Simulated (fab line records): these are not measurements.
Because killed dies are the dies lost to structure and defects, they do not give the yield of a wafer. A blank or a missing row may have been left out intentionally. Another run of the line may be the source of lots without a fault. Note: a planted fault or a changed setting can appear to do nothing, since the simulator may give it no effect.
What tool caused it? / flow rit-cmos / 42 wafers from 14 lots sampled at 6 of the route's 202 steps

WHAT EACH GAUGE READ, for each wafer
RIT_NLDD_TW_MEAS_10.
lot=L834; measured=day 3 01:52; on=film-metro-02; NLDD_TW=2486 2495 2481
lot=L835; measured=day 3 05:42; on=film-metro-04; NLDD_TW=2520 2518 2506
lot=L837; measured=day 3 14:53; on=film-metro-03; NLDD_TW=2501 2486 2504
lot=L841; measured=day 4 10:29; on=film-metro-04; NLDD_TW=2502 2533 2527
lot=L843; measured=day 5 01:58; on=film-metro-04; NLDD_TW=2504 2518 2508
lot=L844; measured=day 5 06:22; on=film-metro-04; NLDD_TW=2491 2491 2519
lot=L845; measured=day 5 10:00; on=film-metro-04; NLDD_TW=2495 2514 2499
lot=L846; measured=day 5 17:44; on=film-metro-02; NLDD_TW=2485 2489 2471
lot=L848; measured=day 5 23:10; on=film-metro-02; NLDD_TW=2489 2490 2493
lot=L850; measured=day 6 14:23; on=film-metro-02; NLDD_TW=2471 2492 2493
lot=L851; measured=day 6 19:52; on=film-metro-02; NLDD_TW=2495 2485 2496
lot=L852; measured=day 6 19:37; on=film-metro-04; NLDD_TW=2733 2731 2740 2742 2739 2725
lot=L855; measured=day 7 17:44; on=film-metro-02; NLDD_TW=2469 2482 2490
lot=L856; measured=day 7 17:29; on=film-metro-03; NLDD_TW=2734 2713 2720 2730 2716 2733

RIT_SDANNEAL_RS_MEAS_07: measurement is done with a four-point probe.
lot=L834; measured=day 3 10:07; on=film-metro-02; NLDD_RS (ohm/sq)=151.6 151.8 151.8
lot=L835; measured=day 3 13:36; on=film-metro-03; NLDD_RS (ohm/sq)=151.0 150.8 151.0
lot=L837; measured=day 3 23:43; on=film-metro-02; NLDD_RS (ohm/sq)=151.4 152.4 152.2
lot=L841; measured=day 4 19:36; on=film-metro-03; NLDD_RS (ohm/sq)=151.4 151.2 151.1
lot=L843; measured=day 5 09:49; on=film-metro-03; NLDD_RS (ohm/sq)=151.8 151.6 151.9
lot=L844; measured=day 5 15:11; on=film-metro-03; NLDD_RS (ohm/sq)=152.5 151.8 151.5
lot=L845; measured=day 5 17:55; on=film-metro-04; NLDD_RS (ohm/sq)=152.0 151.5 151.5
lot=L846; measured=day 6 01:59; on=film-metro-03; NLDD_RS (ohm/sq)=151.6 151.1 151.9
lot=L848; measured=day 6 07:26; on=film-metro-04; NLDD_RS (ohm/sq)=152.5 152.3 151.9
lot=L850; measured=day 6 22:19; on=film-metro-04; NLDD_RS (ohm/sq)=151.7 151.3 151.9
lot=L851; measured=day 7 04:08; on=film-metro-03; NLDD_RS (ohm/sq)=152.1 151.4 151.9
lot=L852; measured=day 7 13:28; on=film-metro-04; NLDD_RS (ohm/sq)=113.8 113.9 114.1 114.1 113.8 113.7
lot=L855; measured=day 8 01:46; on=film-metro-03; NLDD_RS (ohm/sq)=151.4 150.9 151.2
lot=L856; measured=day 8 05:43; on=film-metro-04; NLDD_RS (ohm/sq)=113.7 114.0 114.0 114.2 113.9 113.8

RIT_M1_BOW_MEAS_16.
lot=L834; measured=day 3 17:20; on=film-metro-03; M1_BOW (um)=5 28 31
lot=L835; measured=day 3 21:03; on=film-metro-02; M1_BOW (um)=22 24 25
lot=L837; measured=day 4 06:46; on=film-metro-02; M1_BOW (um)=13 9 20
lot=L841; measured=day 5 03:49; on=film-metro-04; M1_BOW (um)=17 29 27
lot=L843; measured=day 5 16:44; on=film-metro-03; M1_BOW (um)=16 6 17
lot=L844; measured=day 5 22:25; on=film-metro-02; M1_BOW (um)=26 16 16
lot=L845; measured=day 6 00:58; on=film-metro-03; M1_BOW (um)=21 18 16
lot=L846; measured=day 6 08:48; on=film-metro-03; M1_BOW (um)=20 14 27
lot=L848; measured=day 6 15:20; on=film-metro-04; M1_BOW (um)=11 11 24
lot=L850; measured=day 7 05:26; on=film-metro-03; M1_BOW (um)=9 24 13
lot=L851; measured=day 7 11:28; on=film-metro-03; M1_BOW (um)=13 12 22
lot=L855; measured=day 8 10:08; on=film-metro-04; M1_BOW (um)=2 19 17

TOOL THAT RAN EACH LOT (tool first, then ch and the chambers of the sampled wafers, then the start)
lot=L834; RIT_PWELL_SOFTBAKE_02=litho-track-03 ch 0, day 2 03:45; RIT_NLDD_IMPLANT_08=implanter-04 ch 0, day 3 01:35; RIT_SDANNEAL_RTA_03=rtp-anneal-01 ch 0, day 3 09:40
lot=L835; RIT_PWELL_SOFTBAKE_02=litho-track-03 ch 0, day 2 08:41; RIT_NLDD_IMPLANT_08=implanter-01 ch 0, day 3 05:23; RIT_SDANNEAL_RTA_03=rtp-anneal-02 ch 0, day 3 13:11
lot=L837; RIT_PWELL_SOFTBAKE_02=litho-track-02 ch 0, day 2 18:02; RIT_NLDD_IMPLANT_08=implanter-02 ch 0, day 3 14:34; RIT_SDANNEAL_RTA_03=rtp-anneal-02 ch 0, day 3 23:14
lot=L841; RIT_PWELL_SOFTBAKE_02=litho-track-01 ch 0, day 3 13:50; RIT_NLDD_IMPLANT_08=implanter-04 ch 0, day 4 10:11; RIT_SDANNEAL_RTA_03=rtp-anneal-02 ch 0, day 4 19:07
lot=L843; RIT_PWELL_SOFTBAKE_02=litho-track-02 ch 0, day 4 04:01; RIT_NLDD_IMPLANT_08=implanter-04 ch 0, day 5 01:38; RIT_SDANNEAL_RTA_03=rtp-anneal-02 ch 0, day 5 09:24
lot=L844; RIT_PWELL_SOFTBAKE_02=litho-track-03 ch 0, day 4 07:47; RIT_NLDD_IMPLANT_08=implanter-04 ch 0, day 5 06:03; RIT_SDANNEAL_RTA_03=rtp-anneal-01 ch 0, day 5 14:46
lot=L845; RIT_PWELL_SOFTBAKE_02=litho-track-03 ch 0, day 4 12:50; RIT_NLDD_IMPLANT_08=implanter-02 ch 0, day 5 09:43; RIT_SDANNEAL_RTA_03=rtp-anneal-02 ch 0, day 5 17:28
lot=L846; RIT_PWELL_SOFTBAKE_02=litho-track-01 ch 0, day 4 15:41; RIT_NLDD_IMPLANT_08=implanter-04 ch 0, day 5 17:25; RIT_SDANNEAL_RTA_03=rtp-anneal-01 ch 0, day 6 01:35
lot=L848; RIT_PWELL_SOFTBAKE_02=litho-track-02 ch 0, day 5 01:20; RIT_NLDD_IMPLANT_08=implanter-04 ch 0, day 5 22:51; RIT_SDANNEAL_RTA_03=rtp-anneal-01 ch 0, day 6 07:01
lot=L850; RIT_PWELL_SOFTBAKE_02=litho-track-02 ch 0, day 5 13:11; RIT_NLDD_IMPLANT_08=implanter-04 ch 0, day 6 14:04; RIT_SDANNEAL_RTA_03=rtp-anneal-01 ch 0, day 6 21:53
lot=L851; RIT_PWELL_SOFTBAKE_02=litho-track-01 ch 0, day 5 20:25; RIT_NLDD_IMPLANT_08=implanter-01 ch 0, day 6 19:34; RIT_SDANNEAL_RTA_03=rtp-anneal-01 ch 0, day 7 03:41
lot=L852; RIT_PWELL_SOFTBAKE_02=litho-track-02 ch 0, day 5 22:16; RIT_NLDD_IMPLANT_08=implanter-02 ch 0, day 6 19:18; RIT_SDANNEAL_RTA_03=rtp-anneal-02 ch 0, day 7 13:02
lot=L855; RIT_PWELL_SOFTBAKE_02=litho-track-01 ch 0, day 6 16:32; RIT_NLDD_IMPLANT_08=implanter-04 ch 0, day 7 17:26; RIT_SDANNEAL_RTA_03=rtp-anneal-01 ch 0, day 8 01:20
lot=L856; RIT_PWELL_SOFTBAKE_02=litho-track-02 ch 0, day 6 17:22; RIT_NLDD_IMPLANT_08=implanter-02 ch 0, day 7 17:10; RIT_SDANNEAL_RTA_03=rtp-anneal-02 ch 0, day 8 05:13
- RIT_PWELL_SOFTBAKE_02: time 61.06 s.
- RIT_NLDD_IMPLANT_08
- RIT_SDANNEAL_RTA_03: time 5 s.

AS READ BY THE TOOLS THEMSELVES (means over the sampled wafers that have a number; for cases with no such wafer, the mark the record gives instead)
RIT_PWELL_SOFTBAKE_02.
lot=L834; tool=litho-track-03; chill-plate-temp-C (C)=23.02; heater-power-total-W (W)=34.50; plate-sensor-t-centre-C (C)=90.98; plate-sensor-t-edge-C (C)=91.020
lot=L835; tool=litho-track-03; chill-plate-temp-C (C)=22.97; heater-power-total-W (W)=34.54; plate-sensor-t-centre-C (C)=90.96; plate-sensor-t-edge-C (C)=91.026
lot=L837; tool=litho-track-02; chill-plate-temp-C (C)=23.03; heater-power-total-W (W)=34.53; plate-sensor-t-centre-C (C)=90.98; plate-sensor-t-edge-C (C)=91.020
lot=L841; tool=litho-track-01; chill-plate-temp-C (C)=22.98; heater-power-total-W (W)=34.51; plate-sensor-t-centre-C (C)=90.97; plate-sensor-t-edge-C (C)=91.023
lot=L843; tool=litho-track-02; chill-plate-temp-C (C)=23.03; heater-power-total-W (W)=34.55; plate-sensor-t-centre-C (C)=90.97; plate-sensor-t-edge-C (C)=91.029
lot=L844; tool=litho-track-03; chill-plate-temp-C (C)=22.94; heater-power-total-W (W)=34.50; plate-sensor-t-centre-C (C)=90.96; plate-sensor-t-edge-C (C)=91.017
lot=L845; tool=litho-track-03; chill-plate-temp-C (C)=22.99; heater-power-total-W (W)=34.48; plate-sensor-t-centre-C (C)=90.97; plate-sensor-t-edge-C (C)=91.011
lot=L846; tool=litho-track-01; chill-plate-temp-C (C)=22.98; heater-power-total-W (W)=34.49; plate-sensor-t-centre-C (C)=90.97; plate-sensor-t-edge-C (C)=91.012
lot=L848; tool=litho-track-02; chill-plate-temp-C (C)=22.95; heater-power-total-W (W)=34.51; plate-sensor-t-centre-C (C)=90.97; plate-sensor-t-edge-C (C)=91.023
lot=L850; tool=litho-track-02; chill-plate-temp-C (C)=22.82; heater-power-total-W (W)=34.52; plate-sensor-t-centre-C (C)=90.97; plate-sensor-t-edge-C (C)=91.016
lot=L851; tool=litho-track-01; chill-plate-temp-C (C)=22.78; heater-power-total-W (W)=34.51; plate-sensor-t-centre-C (C)=90.99; plate-sensor-t-edge-C (C)=91.024
lot=L852; tool=litho-track-02; chill-plate-temp-C (C)=23.02; heater-power-total-W (W)=34.52; plate-sensor-t-centre-C (C)=90.97; plate-sensor-t-edge-C (C)=91.019
lot=L855; tool=litho-track-01; chill-plate-temp-C (C)=23.01; heater-power-total-W (W)=34.50; plate-sensor-t-centre-C (C)=90.97; plate-sensor-t-edge-C (C)=91.013
lot=L856; tool=litho-track-02; chill-plate-temp-C (C)=22.87; heater-power-total-W (W)=34.49; plate-sensor-t-centre-C (C)=90.96; plate-sensor-t-edge-C (C)=91.011

RIT_NLDD_IMPLANT_08.
lot=L834 tool=implanter-04 dose-ions-cm2=5e+14 faraday-current-uA=1608
lot=L835 tool=implanter-01 dose-ions-cm2=5e+14 faraday-current-uA=1556
lot=L837 tool=implanter-02 dose-ions-cm2=5e+14 faraday-current-uA=1539
lot=L841 tool=implanter-04 dose-ions-cm2=5e+14 faraday-current-uA=1568
lot=L843 tool=implanter-04 dose-ions-cm2=5e+14 faraday-current-uA=1596
lot=L844 tool=implanter-04 dose-ions-cm2=5e+14 faraday-current-uA=1589
lot=L845 tool=implanter-02 dose-ions-cm2=5e+14 faraday-current-uA=1573
lot=L846 tool=implanter-04 dose-ions-cm2=5e+14 faraday-current-uA=1556
lot=L848 tool=implanter-04 dose-ions-cm2=5e+14 faraday-current-uA=1560
lot=L850 tool=implanter-04 dose-ions-cm2=5e+14 faraday-current-uA=1557
lot=L851 tool=implanter-01 dose-ions-cm2=5e+14 faraday-current-uA=1557
lot=L852 tool=implanter-02 dose-ions-cm2=7e+14 faraday-current-uA=2205
lot=L855 tool=implanter-04 dose-ions-cm2=5e+14 faraday-current-uA=1581
lot=L856 tool=implanter-02 dose-ions-cm2=7e+14 faraday-current-uA=2182

RIT_SDANNEAL_RTA_03.
lot=L834 tool=rtp-anneal-01 wafer_temp_C_max=1053.0
lot=L835 tool=rtp-anneal-02 wafer_temp_C_max=1054.0
lot=L837 tool=rtp-anneal-02 wafer_temp_C_max=1052.3
lot=L841 tool=rtp-anneal-02 wafer_temp_C_max=1053.2
lot=L843 tool=rtp-anneal-02 wafer_temp_C_max=1053.0
lot=L844 tool=rtp-anneal-01 wafer_temp_C_max=1053.1
lot=L845 tool=rtp-anneal-02 wafer_temp_C_max=1053.5
lot=L846 tool=rtp-anneal-01 wafer_temp_C_max=1052.4
lot=L848 tool=rtp-anneal-01 wafer_temp_C_max=1053.1
lot=L850 tool=rtp-anneal-01 wafer_temp_C_max=1054.3
lot=L851 tool=rtp-anneal-01 wafer_temp_C_max=1053.4
lot=L852 tool=rtp-anneal-02 wafer_temp_C_max=1054.4
lot=L855 tool=rtp-anneal-01 wafer_temp_C_max=1054.0
lot=L856 tool=rtp-anneal-02 wafer_temp_C_max=1053.1

THE ANSWER, worked out from the rows above alone
Rule: the usual values come from the lots themselves. Put in order of their means at a reading, lots are off if they are a third of the lots or fewer, leave a main group of 4 or more, and stand apart from it by a gap of 3 or more times the standard deviation of the main group's means; of several such gaps the widest counts. If all means in a main group match to the digits the tables above print for the reading, that group is not used. A lot without any number at a reading at which 4 lots or more have one is off too. The other lots that the step has rows for count as sound. After the gauges, taken in route order, come the tools' own readings; for these a lot's mean is taken, as printed above. The first step at which some lot is off is used, and at that step the reading that is off furthest; a lot without a number counts as furthest.
Off: L852, L856, at RIT_NLDD_TW_MEAS_10 (NLDD_TW). For the main group the mean is 2497 and the standard deviation 13.
A tool fits if, at a process step before that reading, it ran every lot that is off, and no sound lot after the first of them. Not tried: the gauges at RIT_NLDD_TW_MEAS_10; whatever is off there is also off at RIT_NLDD_IMPLANT_08, on other tools, and gauge error can't account for it. Can't be told from this: 2 tools fit, litho-track-02 at RIT_PWELL_SOFTBAKE_02, implanter-02 at RIT_NLDD_IMPLANT_08.

WHAT WAS PUT IN BY THE SIMULATOR
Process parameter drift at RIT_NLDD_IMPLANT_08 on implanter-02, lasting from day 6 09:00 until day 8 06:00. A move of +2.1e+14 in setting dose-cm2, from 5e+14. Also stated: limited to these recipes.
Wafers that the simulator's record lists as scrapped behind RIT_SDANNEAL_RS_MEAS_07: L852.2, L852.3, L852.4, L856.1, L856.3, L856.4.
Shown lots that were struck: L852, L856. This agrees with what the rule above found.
